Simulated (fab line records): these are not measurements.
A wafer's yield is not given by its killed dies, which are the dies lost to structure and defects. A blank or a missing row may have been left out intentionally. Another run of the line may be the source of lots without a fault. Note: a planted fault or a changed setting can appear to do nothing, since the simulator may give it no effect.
Which tool did it? | flow ritCmos | 14 lots with 42 wafers sampled at 6 steps, on a route of 202 steps

WHAT EACH GAUGE READ, for each wafer
RIT_ACTIVE_CD_MEAS_11: target cd 1400 nm.
lot  | measured    | on       | cdNm (nm)
L810 | day 1 15:49 | cdSem-02 | 1399.1 1400.0 1401.0
L811 | day 1 20:17 | cdSem-01 | 1402.0 1400.1 1403.5
L812 | day 2 01:09 | cdSem-01 | 1400.4 1397.3 1396.9
L813 | day 2 05:28 | cdSem-01 | 1396.0 1397.9 1396.9
L816 | day 2 20:32 | cdSem-01 | 1400.4 1399.8 1399.5
L817 | day 3 01:34 | cdSem-02 | 1395.7 1398.9 1396.1
L818 | day 3 06:28 | cdSem-02 | 1400.0 1401.3 1401.2
L821 | day 3 21:29 | cdSem-01 | 1396.0 1398.6 1400.0
L824 | day 4 12:35 | cdSem-01 | 1405.5 1402.9 1404.3
L826 | day 4 23:31 | cdSem-02 | 1395.4 1395.8 1399.7
L828 | day 5 08:28 | cdSem-01 | 1398.9 1399.3 1401.1
L830 | day 5 19:17 | cdSem-01 | 1402.2 1402.0 1403.6
L831 | day 5 23:28 | cdSem-02 | 1398.1 1396.6 1398.7
L833 | day 6 09:26 | cdSem-02 | 1401.2 1401.8 1404.1

RIT_PLDD_TW_MEAS_10.
lot  | measured    | on           | PLDD_TW
L810 | day 2 20:59 | filmMetro-04 | 2356 2344 2358
L811 | day 3 01:16 | filmMetro-01 | 2371 2382 2379
L812 | day 3 05:32 | filmMetro-04 | 2348 2358 2363
L813 | day 3 09:56 | filmMetro-01 | 2371 2368 2371
L816 | day 4 01:33 | filmMetro-01 | 2357 2358 2346
L817 | day 4 05:31 | filmMetro-03 | 2336 2321 2340
L818 | day 4 12:12 | filmMetro-03 | 2325 2329 2336
L821 | day 5 02:32 | filmMetro-03 | 2328 2320 2325
L824 | day 5 17:57 | filmMetro-01 | 2351 2362 2366
L826 | day 6 03:26 | filmMetro-03 | 2322 2317 2333
L828 | day 6 12:53 | filmMetro-01 | 2347 2353 2354
L830 | day 6 23:53 | filmMetro-01 | 2347 2350 2344
L831 | day 7 03:42 | filmMetro-03 | 2330 2330 2331
L833 | day 7 14:35 | filmMetro-01 | 2335 2351 2351

RIT_SILICIDE_RS_MEAS_02: measures by four-point-probe.
lot  | measured    | on           | SILICIDE_TI_RS (ohm/sq)
L810 | day 3 08:02 | filmMetro-01 | 47.8 48.6 48.4
L811 | day 3 08:25 | filmMetro-02 | 48.9 47.9 48.6
L812 | day 3 12:20 | filmMetro-01 | 48.9 49.7 49.8
L813 | day 3 16:37 | filmMetro-01 | 49.4 48.6 48.2
L816 | day 4 08:25 | filmMetro-01 | 47.8 47.6 47.6
L817 | day 4 12:17 | filmMetro-01 | 48.9 48.2 48.5
L818 | day 4 18:43 | filmMetro-02 | 48.4 48.4 47.9
L821 | day 5 09:09 | filmMetro-01 | 48.0 47.6 47.1
L824 | day 6 00:37 | filmMetro-01 | 48.2 47.8 48.8
L826 | day 6 09:59 | filmMetro-01 | 48.0 47.3 47.4
L828 | day 6 19:42 | filmMetro-01 | 47.4 54.9 48.0
L830 | day 7 06:37 | filmMetro-01 | 47.1 47.4 53.5
L831 | day 7 10:25 | filmMetro-02 | 47.7 47.7 48.5
L833 | day 7 21:18 | filmMetro-03 | 47.7 47.6 47.2

RIT_SILICIDE_THK_MEAS_03: measures by xrf.
lot  | measured    | on           | SILICIDE_TI_THK (nm)
L810 | day 3 08:10 | filmMetro-01 | 30.0 29.6 29.7
L811 | day 3 08:31 | filmMetro-02 | 30.0 30.3 30.2
L812 | day 3 12:28 | filmMetro-01 | 29.4 29.1 29.2
L813 | day 3 16:44 | filmMetro-01 | 29.2 29.7 29.8
L816 | day 4 08:32 | filmMetro-01 | 30.1 30.2 30.3
L817 | day 4 12:24 | filmMetro-01 | 29.6 29.8 29.8
L818 | day 4 18:49 | filmMetro-02 | 30.0 30.0 30.1
L821 | day 5 09:15 | filmMetro-01 | 30.0 30.2 30.5
L824 | day 6 00:44 | filmMetro-01 | 29.9 30.1 29.6
L826 | day 6 10:05 | filmMetro-01 | 30.1 30.5 30.4
L828 | day 6 19:49 | filmMetro-01 | 30.3 27.0 30.0
L830 | day 7 06:44 | filmMetro-01 | 30.5 30.2 27.4
L831 | day 7 10:32 | filmMetro-02 | 30.4 30.4 29.9
L833 | day 7 21:25 | filmMetro-03 | 30.1 30.3 30.4

RIT_CONTACT_THK_MEAS_01.
lot  | measured    | on           | CONTACT_TEOS_THK (nm)
L810 | day 3 08:27 | filmMetro-03 | 399 396 402
L811 | day 3 08:48 | filmMetro-04 | 397 399 406
L812 | day 3 12:45 | filmMetro-04 | 395 398 406
L813 | day 3 17:03 | filmMetro-02 | 397 397 398
L816 | day 4 08:53 | filmMetro-02 | 401 404 409
L817 | day 4 12:41 | filmMetro-04 | 398 403 403
L818 | day 4 19:06 | filmMetro-02 | 403 403 405
L821 | day 5 09:32 | filmMetro-03 | 403 402 406
L824 | day 6 01:01 | filmMetro-02 | 395 395 405
L826 | day 6 10:25 | filmMetro-03 | 402 403 408
L828 | day 6 20:06 | filmMetro-04 | 389 400 403
L830 | day 7 07:01 | filmMetro-04 | 393 398 398
L831 | day 7 10:49 | filmMetro-04 | 391 394 400
L833 | day 7 21:42 | filmMetro-02 | 401 397 409

WHAT TOOL EACH LOT RAN ON (gives the tool, then ch and the chambers of the sampled wafers, and finally the start)
lot  | RIT_SILICIDE_SPUTTER_01
L810 | pvdSputter-01, day 3 07:53
L811 | pvdSputter-03, day 3 08:14
L812 | pvdSputter-01, day 3 12:11
L813 | pvdSputter-04, day 3 16:27
L816 | pvdSputter-03, day 4 08:15
L817 | pvdSputter-01, day 4 12:08
L818 | pvdSputter-03, day 4 18:32
L821 | pvdSputter-01, day 5 08:58
L824 | pvdSputter-04, day 6 00:27
L826 | pvdSputter-04, day 6 09:49
L828 | pvdSputter-04, day 6 19:32
L830 | pvdSputter-04, day 7 06:27
L831 | pvdSputter-01, day 7 10:15
L833 | pvdSputter-01, day 7 21:09
- RIT_SILICIDE_SPUTTER_01: material Ti, target thk 30 nm, time 240 s.

AS READ BY THE TOOLS THEMSELVES (means over the sampled wafers that have a number; for cases with no such wafer, the mark the record gives instead)
RIT_SILICIDE_SPUTTER_01.
lot  | tool          | cathodeDcPowerW (W) | throttleValvePct (%)
L810 | pvdSputter-01 | 350.00              | 29.1
L811 | pvdSputter-03 | 350.00              | 30.4
L812 | pvdSputter-01 | 350.00              | 29.6
L813 | pvdSputter-04 | 350.02              | 29.3
L816 | pvdSputter-03 | 350.05              | 30.0
L817 | pvdSputter-01 | 350.02              | 29.9
L818 | pvdSputter-03 | 350.12              | 30.1
L821 | pvdSputter-01 | 349.98              | 30.4
L824 | pvdSputter-04 | 350.05              | 29.8
L826 | pvdSputter-04 | 350.02              | 29.8
L828 | pvdSputter-04 | 338.05              | 29.7
L830 | pvdSputter-04 | 338.10              | 29.6
L831 | pvdSputter-01 | 350.08              | 30.1
L833 | pvdSputter-01 | 349.99              | 30.4

THE ANSWER, worked out from the rows above alone
Rule: the lots themselves supply what counts as usual. The widest of any qualifying gaps counts: lots, ordered by their means at a reading, are off when they make up no more than a third of the lots, leave a main group of 4 or more, and stand apart from it by 3 or more times the standard deviation of that group's means. A main group whose means are all the same, to the digits that the tables above print for the reading, isn't used. A lot without any number at a reading at which 4 lots or more have one is off too. The other lots that the step has rows for count as sound. After the gauges, taken in route order, come the tools' own readings; for these a lot's mean is taken, as printed above. The first step at which some lot is off is used, and at that step the reading that is off furthest; a lot without a number counts as furthest.
Off: L828, L830 (RIT_SILICIDE_SPUTTER_01, cathodeDcPowerW). Mean 350.03 W and standard deviation 0.039 in the main group.
If a tool, at that step or one of the process steps before it, ran each lot that is off and ran no sound lot following the first of them, it fits. One fits: RIT_SILICIDE_SPUTTER_01 on pvdSputter-04. A fault onset in the window from L826 (day 6 09:49, its last sound lot) to L828 (day 6 19:32, its first lot off) fits.
On the lots that are off, the tool's own readings at RIT_SILICIDE_SPUTTER_01 differ by more than 5 times the standard deviation of the sound lots' means, which bears it out; cathodeDcPowerW reads 338.08 W there versus 350.03 W on the sound lots.

WHAT WAS PUT IN BY THE SIMULATOR
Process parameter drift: pvdSputter-04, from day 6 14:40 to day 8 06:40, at RIT_SILICIDE_SPUTTER_01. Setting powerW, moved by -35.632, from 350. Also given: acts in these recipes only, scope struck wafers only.
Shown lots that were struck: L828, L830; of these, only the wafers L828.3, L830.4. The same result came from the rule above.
